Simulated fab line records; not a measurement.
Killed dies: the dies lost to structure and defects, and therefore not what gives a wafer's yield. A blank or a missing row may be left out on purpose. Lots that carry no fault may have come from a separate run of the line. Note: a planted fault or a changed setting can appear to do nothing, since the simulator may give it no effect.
Check for tools in common || flow berkeleyCmos170 || 45 wafers sampled across 15 lots

REASON IT WAS OPENED
UCB170_GATE_THK_MEAS_05, reading GATE_POLY_THK: flagged on 3 of 15 lots. Wafers without a fault read 214.1 nm, standard deviation 1.6.
Rule: a lot is flagged when every wafer of it that has a number lies more than 4 standard deviations from that mean, or none has a number. As for the other lots, they are considered sound.

{"lot": "L738", "measured": "day 7 14:16", "on": "filmMetro-02", "GATE_POLY_THK (nm), wafer by wafer": "216.1 216.6 216.3", "flag": ""}
{"lot": "L739", "measured": "day 8 00:37", "on": "filmMetro-02", "GATE_POLY_THK (nm), wafer by wafer": "214.2 214.9 216.1", "flag": ""}
{"lot": "L740", "measured": "day 8 00:37", "on": "filmMetro-01", "GATE_POLY_THK (nm), wafer by wafer": "212.6 212.2 211.5", "flag": ""}
{"lot": "L741", "measured": "day 8 00:41", "on": "filmMetro-02", "GATE_POLY_THK (nm), wafer by wafer": "214.6 214.3 213.8", "flag": ""}
{"lot": "L742", "measured": "day 8 00:41", "on": "filmMetro-04", "GATE_POLY_THK (nm), wafer by wafer": "214.8 217.2 215.0", "flag": ""}
{"lot": "L746", "measured": "day 8 12:14", "on": "filmMetro-04", "GATE_POLY_THK (nm), wafer by wafer": "233.8 233.5 233.3", "flag": "FLAGGED"}
{"lot": "L745", "measured": "day 8 12:17", "on": "filmMetro-02", "GATE_POLY_THK (nm), wafer by wafer": "234.4 234.6 233.2", "flag": "FLAGGED"}
{"lot": "L744", "measured": "day 8 12:18", "on": "filmMetro-04", "GATE_POLY_THK (nm), wafer by wafer": "233.6 234.8 233.5", "flag": "FLAGGED"}
{"lot": "L753", "measured": "day 10 12:22", "on": "filmMetro-01", "GATE_POLY_THK (nm), wafer by wafer": "213.6 212.5 215.6", "flag": ""}
{"lot": "L754", "measured": "day 10 12:22", "on": "filmMetro-04", "GATE_POLY_THK (nm), wafer by wafer": "215.8 217.4 216.9", "flag": ""}
{"lot": "L755", "measured": "day 10 19:47", "on": "filmMetro-04", "GATE_POLY_THK (nm), wafer by wafer": "217.1 214.5 213.4", "flag": ""}
{"lot": "L758", "measured": "day 11 16:57", "on": "filmMetro-01", "GATE_POLY_THK (nm), wafer by wafer": "213.7 213.5 214.8", "flag": ""}
{"lot": "L760", "measured": "day 11 16:57", "on": "filmMetro-02", "GATE_POLY_THK (nm), wafer by wafer": "214.4 214.2 214.7", "flag": ""}
{"lot": "L759", "measured": "day 11 16:58", "on": "filmMetro-04", "GATE_POLY_THK (nm), wafer by wafer": "210.5 209.6 210.0", "flag": ""}
{"lot": "L761", "measured": "day 11 23:37", "on": "filmMetro-01", "GATE_POLY_THK (nm), wafer by wafer": "210.9 212.1 211.9", "flag": ""}
The numbers of the flagged lots are 233.9 nm on average: +19.8 nm against the usual, or +12 standard deviations.

WHICH TOOL EACH LOT WENT THROUGH
The record keeps 1 process step preceding the reading, out of 331 steps on the route. Read each cell as the tool, then ch plus the chambers that the sampled wafers visited, then the start.
{"lot": "L738", "flag": "", "UCB170_GATE_CVD_04": "lpcvd-01 ch 1, day 7 12:52"}
{"lot": "L739", "flag": "", "UCB170_GATE_CVD_04": "lpcvd-01 ch 1, day 7 23:13"}
{"lot": "L740", "flag": "", "UCB170_GATE_CVD_04": "lpcvd-01 ch 0, day 7 23:13"}
{"lot": "L741", "flag": "", "UCB170_GATE_CVD_04": "lpcvd-01 ch 1, day 7 23:13"}
{"lot": "L742", "flag": "", "UCB170_GATE_CVD_04": "lpcvd-01 ch 1, day 7 23:13"}
{"lot": "L746", "flag": "FLAGGED", "UCB170_GATE_CVD_04": "lpcvd-01 ch 1, day 8 10:50"}
{"lot": "L745", "flag": "FLAGGED", "UCB170_GATE_CVD_04": "lpcvd-01 ch 0, day 8 10:50"}
{"lot": "L744", "flag": "FLAGGED", "UCB170_GATE_CVD_04": "lpcvd-01 ch 1, day 8 10:50"}
{"lot": "L753", "flag": "", "UCB170_GATE_CVD_04": "lpcvd-02 ch 1, day 10 10:57"}
{"lot": "L754", "flag": "", "UCB170_GATE_CVD_04": "lpcvd-02 ch 0, day 10 10:57"}
{"lot": "L755", "flag": "", "UCB170_GATE_CVD_04": "lpcvd-02 ch 0, day 10 18:23"}
{"lot": "L758", "flag": "", "UCB170_GATE_CVD_04": "lpcvd-01 ch 0, day 11 15:33"}
{"lot": "L760", "flag": "", "UCB170_GATE_CVD_04": "lpcvd-01 ch 0, day 11 15:33"}
{"lot": "L759", "flag": "", "UCB170_GATE_CVD_04": "lpcvd-01 ch 0, day 11 15:33"}
{"lot": "L761", "flag": "", "UCB170_GATE_CVD_04": "lpcvd-01 ch 1, day 11 22:13"}
What these steps do:
- UCB170_GATE_CVD_04: deposits poly-Si from SiH4, time 1440 s, target thk 214 nm.
- UCB170_GATE_THK_MEAS_05

FLAGGED AGAINST TOTAL, ONE TOOL AT A TIME (gauges that did the reading follow at the end)
{"step": "UCB170_GATE_CVD_04", "tool": "lpcvd-01", "lots run": 12, "flagged": 3, "share of the flagged lots": "all", "sound lots run after its first flagged lot": "4 (L758,L759,L760,L761)"}
{"step": "UCB170_GATE_CVD_04", "tool": "lpcvd-02", "lots run": 3, "flagged": 0, "share of the flagged lots": "none", "sound lots run after its first flagged lot": "-"}
{"step": "UCB170_GATE_THK_MEAS_05", "tool": "filmMetro-01", "lots run": 4, "flagged": 0, "share of the flagged lots": "none", "sound lots run after its first flagged lot": "-"}
{"step": "UCB170_GATE_THK_MEAS_05", "tool": "filmMetro-02", "lots run": 5, "flagged": 1, "share of the flagged lots": "some", "sound lots run after its first flagged lot": "1 (L760)"}
{"step": "UCB170_GATE_THK_MEAS_05", "tool": "filmMetro-04", "lots run": 6, "flagged": 2, "share of the flagged lots": "some", "sound lots run after its first flagged lot": "3 (L754,L755,L759)"}

THE TABLE: WHAT IT ALLOWS
1 row of the table ran every flagged lot: lpcvd-01 at UCB170_GATE_CVD_04.
- lpcvd-01 at UCB170_GATE_CVD_04: 3 of its 12 lots flagged. Lots that were sound ran on it after the first flagged one (L758, L759, L760, L761); a persistent fault on the entire tool would not allow that. Its own readings lie more than 4 standard deviations out on every wafer of the flagged lots: pressureMtorr.
No row of the table ran every flagged lot and no sound lot after the first.

WHAT THE SIMULATOR HAD INSERTED
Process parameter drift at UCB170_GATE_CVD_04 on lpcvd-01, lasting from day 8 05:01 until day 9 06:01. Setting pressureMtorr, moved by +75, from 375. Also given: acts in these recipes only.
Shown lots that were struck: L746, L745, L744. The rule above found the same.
